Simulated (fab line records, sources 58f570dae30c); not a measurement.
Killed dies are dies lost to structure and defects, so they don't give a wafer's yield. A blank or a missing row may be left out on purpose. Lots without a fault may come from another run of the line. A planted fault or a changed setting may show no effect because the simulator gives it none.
fab line records | flow berkeley_cmos170
record lots=13 wafers=39 last_day=12
route steps=331 shown PVT@121 CONTACT@217 V1@268 M2@273
lots that met no fault: from a run of the same line without faults
start_h: hours from the record's first day to the start of the lot's first wafer shown | wait_h: hours since the lot's step before | " the same as in the row above | L1.1+2: a row that stands for several wafers | - no value, or no start given | * or withheld: withheld | < > ~ a bound
route shown NAME@n: a module of which the file shows steps, and the number in the route of the first | usual: mean/standard deviation of fault-free wafers | same: alike in all rows | chamber/n: place in a boat | sites: the reading at each site | _std_site: their standard deviation | _edge_site: outer sites' mean less inner sites' | radius_mm: how far each site lies from the wafer's centre | mask NAME#n: copy n | behind: the tool/chamber that last shaped the wafer | hold: why the lot was held/for how many hours/how that ended | device: the transistor (n, p or np) that didn't switch | end of line: the same wafers' tests at the end of the route | a step without rows: its recipe alone | killed: dies lost to structure and defects at the first sort, not the wafer's yield | map: a wafer's dies, x killed, . not, _ none there
set.NAME: the setting as run; set.NAME@STEP: as run at that earlier step | model.NAME: the simulator's own value behind a step, which no gauge read
steps of the route over a sample of lots; a table a step, a row a wafer
services: from which hour (start_h, from the record's first day; less than 0 if before it) a tool's chamber was out of use, for how many hours, and why
## steps
# step UCB170_PVT_OVL_MEAS_06
# usual PVT_OVL=0/5.3
# columns lot.wafer tool chamber start_h wait_h PVT_OVL[nm]
L521.4 overlay-02 - 146.68 - -5
L521.5 " - " " 3
L521.6 " - " " 0
L524.2 overlay-02 - 146.95 - 0
L524.3 " - " " -11
L524.5 " - " " -5
L523.2 overlay-01 - 150.21 - 6
L523.3 " - " " -1
L523.6 " - " " 1
L522.2 overlay-01 - 150.49 - 7
L522.3 " - " " 4
L522.6 " - " " -3
L526.1 overlay-01 - 154.62 - -1
L526.2 " - " " 3
L526.3 " - " " -1
L525.2 overlay-02 - 159.56 - -6
L525.3 " - " " -10
L525.5 " - " " -15
L529.1 overlay-02 - 167.90 - -9
L529.2 " - " " -7
L529.3 " - " " 5
L528.3 overlay-02 - 168.52 - 6
L528.4 " - " " 1
L528.5 " - " " 2
L532.4 overlay-02 - 178.12 - 4
L532.5 " - " " 1
L532.6 " - " " 9
L531.4 overlay-02 - 179.12 - -2
L531.5 " - " " -7
L531.6 " - " " -7
L534.1 overlay-02 - 194.12 - -3
L534.3 " - " " 3
L534.6 " - " " 3
L541.1 overlay-02 - 224.04 - -2
L541.3 " - " " 10
L541.5 " - " " -2
L542.2 overlay-01 - 238.96 - 4
L542.4 " - " " 4
L542.5 " - " " 7
# step UCB170_CONTACT_CVD_01
# recipe material=PSG target_thk_nm=700 temp_c=450 precursor=SiH4/O2/PH3 time_s=2820 pressure_mtorr=300 sih4_flow_sccm=60 o2_flow_sccm=90 ph3_flow_sccm=25
# usual zone_power_centre_pct=21.2/0.82
# columns lot.wafer tool chamber start_h wait_h zone_power_centre_pct
L524.2 lpcvd-01 0 179.56 0.0 21.8
L524.3 " 0 " " 21.7
L524.5 " 0 " " 21.9
L521.4 lpcvd-01 1 181.35 1.5 20.5
L521.5 " 1 " " 20.5
L521.6 " 1 " " 20.7
L522.2 lpcvd-01 0 181.35 1.1 22.1
L522.3 " 0 " " 21.9
L522.6 " 0 " " 22.1
L523.2 lpcvd-01 0 181.35 0.5 21.9
L523.3 " 0 " " 22.1
L523.6 " 0 " " 22.0
L526.1 lpcvd-02 0 190.08 0.6 21.3
L526.2 " 0 " " 21.8
L526.3 " 0 " " 22.0
L525.2 lpcvd-01 0 195.86 0.0 22.0
L525.3 " 0 " " 22.1
L525.5 " 0 " " 21.8
L529.1 lpcvd-02 0 197.32 0.6 21.6
L529.2 " 0 " " 21.8
L529.3 " 0 " " 21.9
L528.3 lpcvd-01 1 198.53 1.1 21.0
L528.4 " 1 " " 20.8
L528.5 " 1 " " 20.4
L532.4 lpcvd-01 1 212.16 0.0 21.0
L532.5 " 1 " " 20.9
L532.6 " 1 " " 20.7
L531.4 lpcvd-02 0 213.54 1.0 21.8
L531.5 " 0 " " 21.6
L531.6 " 0 " " 22.1
L534.1 lpcvd-01 0 223.67 1.1 21.6
L534.3 " 0 " " 21.9
L534.6 " 0 " " 21.6
L541.1 lpcvd-01 1 252.95 0.0 20.4
L541.3 " 1 " " 20.7
L541.5 " 1 " " 20.8
L542.2 lpcvd-01 1 269.39 0.0 20.8
L542.4 " 1 " " 20.9
L542.5 " 1 " " 20.7
# step UCB170_CONTACT_THK_MEAS_02
# recipe reads=PSG_of_CONTACT_CVD_01
# usual CONTACT_PSG_THK=701/5.7
# columns lot.wafer tool chamber start_h wait_h CONTACT_PSG_THK[nm]
L524.2 film_metro-02 - 181.36 0.0 698
L524.3 " - " " 700
L524.5 " - " " 700
L522.2 film_metro-01 - 183.14 0.0 706
L522.3 " - " " 711
L522.6 " - " " 704
L521.4 film_metro-02 - 183.16 0.0 708
L521.5 " - " " 708
L521.6 " - " " 708
L523.2 film_metro-02 - 183.20 0.1 703
L523.3 " - " " 700
L523.6 " - " " 703
L526.1 film_metro-04 - 191.86 0.0 720
L526.2 " - " " 711
L526.3 " - " " 711
L525.2 film_metro-01 - 198.54 0.0 699
L525.3 " - " " 697
L525.5 " - " " 690
L529.1 film_metro-02 - 199.10 0.0 696
L529.2 " - " " 696
L529.3 " - " " 697
L528.3 film_metro-04 - 201.23 0.0 699
L528.4 " - " " 703
L528.5 " - " " 708
L532.4 film_metro-04 - 213.97 0.0 689
L532.5 " - " " 694
L532.6 " - " " 696
L531.4 film_metro-02 - 215.36 0.0 746
L531.5 " - " " 747
L531.6 " - " " 749
L534.1 film_metro-02 - 225.45 0.0 698
L534.3 " - " " 696
L534.6 " - " " 700
L541.1 film_metro-02 - 254.74 0.0 707
L541.3 " - " " 697
L541.5 " - " " 701
L542.2 film_metro-04 - 271.19 0.0 704
L542.4 " - " " 705
L542.5 " - " " 710
# step UCB170_CONTACT_ETCH_18
# recipe chemistry=CHF3/CF4/Ar target=PSG stop_on=TiSi2 CHF3_flow_sccm=45 cf4_flow_sccm=15 Ar_flow_sccm=150 pressure_mtorr=200 rf_w=700 target_depth_a=8400 over_etch_frac=0.2 time_s=195
# usual CHF3_flow_sccm=45.00/0.13 drypump_motor_current_A=5.9/0.42 oes_product_au=0.897/0.014 throttle_valve_pct=6.90/0.13
# columns lot.wafer tool chamber start_h wait_h CHF3_flow_sccm drypump_motor_current_A oes_product_au rf_hours_counter_h throttle_valve_pct
L524.2 rie_diel-01 1 - - 44.95 5.3 0.900 17 6.98
L524.3 " 3 " " 44.74 6.3 0.909 44 7.04
L524.5 " 2 " " 44.85 6.4 0.908 - 6.85
L521.4 rie_diel-04 2 - - 44.85 4.9 0.912 112 6.74
L521.5 " 0 " " 45.29 6.0 0.894 - 7.05
L521.6 " 3 " " 44.82 6.0 0.895 - 6.70
L522.2 rie_diel-03 0 - - 44.97 5.9 0.905 4 6.77
L522.3 " 2 " " 44.97 5.9 0.924 53 7.05
L522.6 " 3 " " 45.01 5.8 0.899 - 6.93
L523.2 rie_diel-04 2 - - 44.96 4.9 0.903 112 6.76
L523.3 " 0 " " 44.92 6.0 0.880 19 7.03
L523.6 " 2 " " 45.14 4.9 0.912 - 6.73
L526.1 rie_diel-03 3 - - 44.89 5.8 0.904 147 6.94
L526.2 " 2 " " 45.04 5.9 0.926 53 7.04
L526.3 " 0 " " 45.00 5.9 0.906 4 6.76
L525.2 rie_diel-01 1 - - 45.04 5.3 0.901 18 6.99
L525.3 " 2 " " 44.80 6.4 0.905 45 6.85
L525.5 " 3 " " 44.87 6.3 0.900 - 7.03
L529.1 rie_diel-01 1 - - 44.91 5.3 0.894 18 6.99
L529.2 " 3 " " 45.01 6.3 0.908 45 7.03
L529.3 " 0 " " 44.84 5.5 0.889 8 6.76
L528.3 rie_diel-01 2 - - 45.04 6.4 0.906 46 6.86
L528.4 " 1 " " 44.73 5.3 0.908 19 6.98
L528.5 " 0 " " 45.05 5.4 0.902 - 6.74
L532.4 rie_diel-01 1 - - 45.08 5.3 0.896 19 6.98
L532.5 " 0 " " 45.23 5.5 0.893 - 6.75
L532.6 " 1 " " 44.98 5.3 0.910 - 6.98
L531.4 rie_diel-03 1 - - 44.92 6.1 0.908 - 6.99
L531.5 " 2 " " 45.04 5.9 0.955 - 7.06
L531.6 " 0 " " 45.05 5.9 0.936 - 6.76
L534.1 rie_diel-03 2 - - 44.77 5.9 0.907 56 7.05
L534.3 " 0 " " 44.95 5.9 0.893 7 6.76
L534.6 " 0 " " 44.89 5.9 0.908 - 6.75
L541.1 rie_diel-01 3 - - 45.01 6.3 0.909 48 7.03
L541.3 " 1 " " 45.10 5.3 0.905 21 6.98
L541.5 " 1 " " 45.06 5.3 0.900 - 6.98
L542.2 rie_diel-03 0 - - 44.84 5.9 0.901 10 6.77
L542.4 " 1 " " 45.11 6.1 0.885 4 6.98
L542.5 " 2 " " 45.09 5.9 0.924 - 7.05
# step UCB170_V1_ETCH_14
# recipe chemistry=CHF3/CF4/Ar target=SiO2 stop_on=Al CHF3_flow_sccm=45 cf4_flow_sccm=15 Ar_flow_sccm=150 pressure_mtorr=200 rf_w=700 target_depth_a=12500 over_etch_frac=0.25 time_s=291
# usual CHF3_flow_sccm=45.01/0.12 drypump_motor_current_A=5.8/0.51 oes_product_au=0.874/0.013 throttle_valve_pct=6.94/0.14
# columns lot.wafer tool chamber start_h wait_h CHF3_flow_sccm drypump_motor_current_A oes_product_au rf_hours_counter_h throttle_valve_pct
L524.2 rie_diel-02 2 191.38 0.0 44.93 6.3 0.902 84 7.04
L524.3 " 3 " " 44.98 6.1 0.869 63 6.89
L524.5 " 1 " " 45.01 4.9 0.864 - 7.06
L521.4 rie_diel-01 1 193.28 0.0 45.15 5.3 0.882 18 7.00
L521.5 " 2 " " 44.70 6.4 0.890 - 6.89
L521.6 " 1 " " 45.05 5.3 0.882 - 7.00
L522.2 rie_diel-04 3 195.00 0.0 45.05 6.0 0.872 103 6.71
L522.3 " 1 " " 44.88 6.3 0.848 9 7.10
L522.6 " 0 " " 45.32 6.0 0.862 - 7.07
L523.2 rie_diel-01 1 195.28 0.0 44.89 5.3 0.880 18 7.00
L523.3 " 0 " " 44.92 5.4 0.881 8 6.78
L523.6 " 1 " " 44.94 5.3 0.885 - 7.01
L526.1 rie_diel-04 2 201.48 0.0 45.10 4.9 0.880 113 6.77
L526.2 " 1 " " 45.08 6.4 0.862 10 7.10
L526.3 " 0 " " 45.07 6.0 0.867 20 7.07
L525.2 rie_diel-04 3 209.69 0.0 45.12 6.0 0.867 104 6.71
L525.3 " 2 " " 45.09 4.9 0.877 113 6.75
L525.5 " 2 " " 45.09 4.9 0.877 - 6.78
L529.1 rie_diel-02 2 210.25 0.0 44.92 6.3 0.904 85 7.06
L529.2 " 3 " " 45.06 6.1 0.876 64 6.89
L529.3 " 0 " " 45.02 5.6 0.865 116 6.83
L528.3 rie_diel-04 1 211.14 0.0 44.83 6.3 0.855 10 7.09
L528.4 " 2 " " 44.96 4.9 0.877 113 6.75
L528.5 " 1 " " 44.93 6.3 0.859 - 7.10
L532.4 rie_diel-02 1 223.36 0.0 44.94 4.9 0.872 105 7.07
L532.5 " 2 " " 45.01 6.3 0.894 - 7.05
L532.6 " 1 " " 44.99 4.9 0.871 - 7.07
L531.4 rie_diel-04 2 225.39 0.0 45.09 4.9 0.885 114 6.77
L531.5 " 0 " " 44.94 6.0 0.861 - 7.07
L531.6 " 3 " " 44.97 6.0 0.872 - 6.72
L534.1 rie_diel-04 3 238.11 0.0 45.05 6.0 0.870 106 6.73
L534.3 " 0 " " 45.00 6.0 0.861 23 7.06
L534.6 " 0 " " 45.02 6.0 0.856 - 7.06
L541.1 rie_diel-02 3 265.40 0.0 45.11 6.0 0.881 66 6.87
L541.3 " 2 " " 45.07 6.3 0.902 87 7.07
L541.5 " 2 " " 45.09 6.3 0.897 - 7.04
L542.2 rie_diel-02 2 283.68 0.0 45.28 6.3 0.899 88 7.05
L542.4 " 3 " " 45.07 6.1 0.877 67 6.90
L542.5 " 0 " " 45.25 5.6 0.861 - 6.83
# step UCB170_M2_RS_MEAS_02
# recipe thk_meas_gauge=four-point-probe reads=Al_of_M2_SPUTTER_01
# usual M2_AL_RS=0.0320/0.00031
# columns lot.wafer tool chamber start_h wait_h M2_AL_RS[ohm/sq]
L524.2 film_metro-02 - 191.99 0.1 0.0321
L524.3 " - " " 0.0323
L524.5 " - " " 0.0324
L521.4 film_metro-04 - 193.89 0.1 0.0327
L521.5 " - " " 0.0322
L521.6 " - " " 0.0321
L522.2 film_metro-04 - 195.57 0.1 0.0317
L522.3 " - " " 0.0317
L522.6 " - " " 0.0319
L523.2 film_metro-02 - 195.85 0.1 0.0319
L523.3 " - " " 0.0323
L523.6 " - " " 0.0321
L526.1 film_metro-02 - 202.03 0.0 0.0317
L526.2 " - " " 0.0320
L526.3 " - " " 0.0316
L525.2 film_metro-02 - 210.26 0.1 0.0325
L525.3 " - " " 0.0324
L525.5 " - " " 0.0323
L529.1 film_metro-02 - 210.80 0.0 0.0321
L529.2 " - " " 0.0318
L529.3 " - " " 0.0320
L528.3 film_metro-04 - 211.73 0.1 0.0318
L528.4 " - " " 0.0316
L528.5 " - " " 0.0316
L532.4 film_metro-04 - 223.97 0.1 0.0323
L532.5 " - " " 0.0326
L532.6 " - " " 0.0324
L531.4 film_metro-02 - 226.00 0.1 0.0315
L531.5 " - " " 0.0313
L531.6 " - " " 0.0313
L534.1 film_metro-03 - 238.66 0.0 0.0322
L534.3 " - " " 0.0322
L534.6 " - " " 0.0320
L541.1 film_metro-02 - 265.94 0.0 0.0318
L541.3 " - " " 0.0319
L541.5 " - " " 0.0318
L542.2 film_metro-02 - 284.25 0.1 0.0320
L542.4 " - " " 0.0319
L542.5 " - " " 0.0319
## services
# columns tool chamber start_h hours kind
rie_diel-03 1 166.90 9.1 repair
rie_diel-01 1 169.53 3.3 repair
rie_diel-04 - 184.90 0.2 repair
rie_diel-03 1 192.44 - clean
rie_diel-03 1 192.44 21.3 scheduled_down
rie_diel-03 1 192.44 21.3 vent_cycle
rie_diel-04 1 208.21 1.6 repair
rie_diel-04 - 213.16 0.7 repair
rie_diel-03 3 213.79 - clean
rie_diel-03 3 213.79 31.1 scheduled_down
rie_diel-03 3 213.79 31.1 vent_cycle
rie_diel-04 - 221.56 0.5 repair
rie_diel-04 - 246.44 14.6 pm
## key
first_sign step=UCB170_CONTACT_THK_MEAS_02 reading=CONTACT_PSG_THK direction=up sigmas=8.1 usual=701 struck=747
effect step=UCB170_CONTACT_ETCH_18 reading=oes_product_au direction=up sigmas=2.6 usual=0.897 struck=0.933
met_at UCB170_CONTACT_CVD_01
struck_lots L531
struck_wafers L531.4,L531.5,L531.6
tester_left_out L531
not_acting_at UCB170_PVT_OVL_MEAS_06,UCB170_V1_ETCH_14,UCB170_M2_RS_MEAS_02
onset_between 197.32 213.54
fault kind=process_parameter_drift tool=lpcvd-02 chamber=0 onset_h=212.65 steps=UCB170_CONTACT_CVD_01 channel=target_thk_nm offset=42 shape=step end_h=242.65 acts_in=these_recipes_only stated=700
# tester_left_out: of these lots the tester's yield and bins aren't shown, on N5 and GAA mostly nor the transistor test; their killed dies are dies lost to structure and defects alone, not to doping, threshold or leakage, so they don't give the yield
